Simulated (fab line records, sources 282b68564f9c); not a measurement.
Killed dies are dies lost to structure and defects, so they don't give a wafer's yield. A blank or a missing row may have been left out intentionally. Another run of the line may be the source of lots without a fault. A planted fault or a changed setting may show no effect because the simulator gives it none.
Lot-split experiment | flow rit_cmos | 23 wafers read across 5 lots, on a route 202 steps long

## THE SPLIT ITSELF
At RIT_ACTIVE_OXIDATION_01 (target thk 46.8 nm, ox time 3360 s), the setting temp_c was moved away from the recipe's 1000 C on 15 of the 23 wafers read, by -2.2% to +1.3%. All remaining wafers had this setting at the recipe value.

The file shows no step between the split and the reading.

## THE READING
ACTIVE_OXIDE_THK at RIT_ACTIVE_THK_MEAS_02, in nm. On this fab line, fault-free wafers typically give 46.7 nm with a standard deviation of 0.68 nm.

wafer  | tool, chamber at the split | temp_c as run, C | against the recipe | ACTIVE_OXIDE_THK, nm | against lot-mates on the recipe
L074.2 | -, -                       | 977.5            | -2.2%              | 36.8                 | no lot-mate on the recipe
L074.3 | -, -                       | 977.5            | -2.2%              | 37.3                 | no lot-mate on the recipe
L074.4 | -, -                       | 977.5            | -2.2%              | 38.1                 | no lot-mate on the recipe
L074.5 | -, -                       | 977.5            | -2.2%              | 36.3                 | no lot-mate on the recipe
L074.6 | -, -                       | 977.5            | -2.2%              | 36.8                 | no lot-mate on the recipe
L076.2 | furnace-02, 0              | 1000             | recipe             | 47.0                 | -
L076.5 | furnace-02, 0              | 1000             | recipe             | 46.2                 | -
L076.6 | furnace-02, 0              | 1000             | recipe             | 46.1                 | -
L077.1 | -, -                       | 1008             | +0.8%              | 50.5                 | no lot-mate on the recipe
L077.3 | -, -                       | 1008             | +0.8%              | 50.8                 | no lot-mate on the recipe
L077.4 | -, -                       | 1008             | +0.8%              | 49.8                 | no lot-mate on the recipe
L077.5 | -, -                       | 1008             | +0.8%              | 49.6                 | no lot-mate on the recipe
L077.6 | -, -                       | 1008             | +0.8%              | 51.0                 | no lot-mate on the recipe
L079.1 | -, -                       | 1000             | recipe             | 47.1                 | -
L079.2 | -, -                       | 1000             | recipe             | 46.5                 | -
L079.4 | -, -                       | 1000             | recipe             | 47.2                 | -
L079.5 | -, -                       | 1000             | recipe             | 46.7                 | -
L079.6 | -, -                       | 1000             | recipe             | 46.3                 | -
L082.1 | -, -                       | 1013             | +1.3%              | 52.9                 | no lot-mate on the recipe
L082.2 | -, -                       | 1013             | +1.3%              | 52.9                 | no lot-mate on the recipe
L082.4 | -, -                       | 1013             | +1.3%              | 53.4                 | no lot-mate on the recipe
L082.5 | -, -                       | 1013             | +1.3%              | 52.9                 | no lot-mate on the recipe
L082.6 | -, -                       | 1013             | +1.3%              | 53.3                 | no lot-mate on the recipe

FIT RESULTS
A straight line over all 23 wafers: ACTIVE_OXIDE_THK changes by +4.45 nm for each +1% of temp_c; r = +1.00; the points scatter about the line by 0.55 nm.
Too few moved wafers with a lot-mate on the recipe to fit a line net of each lot's own level.

## THE WHOLE CHAIN: every reading that the file lists as answering this split, in the file's order
step                    | what it does                                                        | reading                                                                             | change (the file's fit)              | r (the file's)
RIT_ACTIVE_OXIDATION_01 | target thk 46.8 nm, ox time 3360 s                                  | SiO2_of_ACTIVE_OXIDATION_01.thk_nm (the simulator's own value, which no gauge read) | +4.45 nm for each +1% of the setting | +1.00
RIT_ACTIVE_THK_MEAS_02  |                                                                     | ACTIVE_OXIDE_THK                                                                    | +4.46 for each +1% of the setting    | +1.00
RIT_ACTIVE_ETCH_13      | etches Si3N4 in SF6, stops on SiO2, time 210 s, target depth 210 nm | SiO2_of_ACTIVE_OXIDATION_01.thk_nm (the simulator's own value, which no gauge read) | +4.32 nm for each +1% of the setting | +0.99
RIT_FOX2_WET_ETCH_03    | etches Si3N4 in H3PO4, target depth 195 nm, time 2700 s             | SiO2_of_ACTIVE_OXIDATION_01.thk_nm (the simulator's own value, which no gauge read) | +3.82 nm for each +1% of the setting | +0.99

## FILE'S OWN FIT
ACTIVE_OXIDE_THK changes by +4.46 nm for each +1% of temp_c, r = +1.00.
